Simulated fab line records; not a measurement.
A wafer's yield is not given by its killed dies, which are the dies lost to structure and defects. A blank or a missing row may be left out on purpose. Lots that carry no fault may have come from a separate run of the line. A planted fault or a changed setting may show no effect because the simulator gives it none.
A lot that was struck, set against a sound lot ; flow rit cmos ; 15 steps out of a route of 202
Sound: wafers L553.1, L553.5, L553.6. Wafers L556.1, L556.2, L556.4 were the ones struck. The cause comes at the end.
At each step with rows: each side's tool, then ch and its chambers, then its first start. Under that, the readings that differ: sound wafers ; struck wafers ; difference of the means ; sigmas: that difference in standard deviations of wafers without a fault.
alike: same words and numbers on both sides, and readings whose means sit less than 2 such deviations apart. not compared: any withheld reading, any reading some wafer has no value for, any bound like >300 that may hide the same value, and any number with overlapping values for which the record gives no deviation.
Wherever a step has rows on one side only, a row that says differs or no value, or a row with sigmas, the two part there. Non-overlapping numbers with no deviation appear without sigmas and do not part them. A reading that every wafer of one side lacks parts them only if that side has two wafers or more.

first, 2 steps without rows for these wafers: RIT_SPACER_CLEAN_02 (cleans in SC2, time 600 s); RIT_SPACER_CVD_03 (deposits Si3N4 from SiH2Cl2/NH3, target thk 250 nm, time 3300 s).
RIT_SPACER_THK_MEAS_04:
  struck on film metro-03, day 5 19:20; sound on film metro-01, day 5 07:58
  alike: SPACER_NITRIDE_THK
RIT_SPACER_ETCHBACK_05: etches Si3N4 in SF6/CHF3, stops on SiO2, target depth 250 nm, time 240 s.
  sound on rie diel-03 ch 0,2, day 5 08:02; struck on rie diel-02 ch 1,2,3, day 5 19:24
  alike: drypump motor current A, oes product au, rf fwd power W, throttle valve pct
  not compared: rf hours counter h
then, 6 steps without rows for these wafers: RIT_NSD_HMDS_00 (prime time 60 s); RIT_NSD_COAT_01 (resist thk 993.2 nm); RIT_NSD_SOFTBAKE_02 (time 60 s); RIT_NSD_EXPOSE_03 (exposes mask M9, target cd 40700 nm); RIT_NSD_PEB_04; RIT_NSD_DEVELOP_05 (develop time 50 s).
RIT_NSD_OVL_MEAS_06:
  struck on overlay-02, day 5 20:31; sound on overlay-02, day 5 09:02
  alike: NSD_OVL
then, 1 step without rows for these wafers: RIT_NSD_HARDBAKE_07 (time 60 s).
RIT_NSD_IMPLANT_08:
  sound on implanter-03 ch 0, day 5 09:13; struck on implanter-03 ch 0, day 5 20:43
reading;sound;struck;difference;sigmas
beam energy keV;24.999 24.994 24.997;25.345 25.326 25.335;+0.339;+42
model.implant.drp nm (nm);14.84 14.84 14.84;14.95 14.95 14.95;+0.11;
RIT_NSD_STRIP_09: strips in O2, time 180 s.
  sound on plasma asher-03 ch 0,1, day 5 09:22; struck on plasma asher-03 ch 0,1, day 5 20:52
  alike: drypump motor current A, o2 flow sccm
  not compared: rf hours counter h
RIT_M1_PROBE_99:
  struck on prober-01, day 6 06:20; sound on prober-02, day 5 19:49
  alike: killed at front end, killed dies, killed open, killed short

WHERE THEY PART
Only at RIT_NSD_IMPLANT_08, within this record. Later steps at which nothing parts them and some readings are alike: RIT_NSD_STRIP_09, RIT_M1_PROBE_99.

WHY: what the simulator had put in
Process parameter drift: implanter-03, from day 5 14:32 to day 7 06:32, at RIT_NSD_IMPLANT_08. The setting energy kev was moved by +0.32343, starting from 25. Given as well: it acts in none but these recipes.
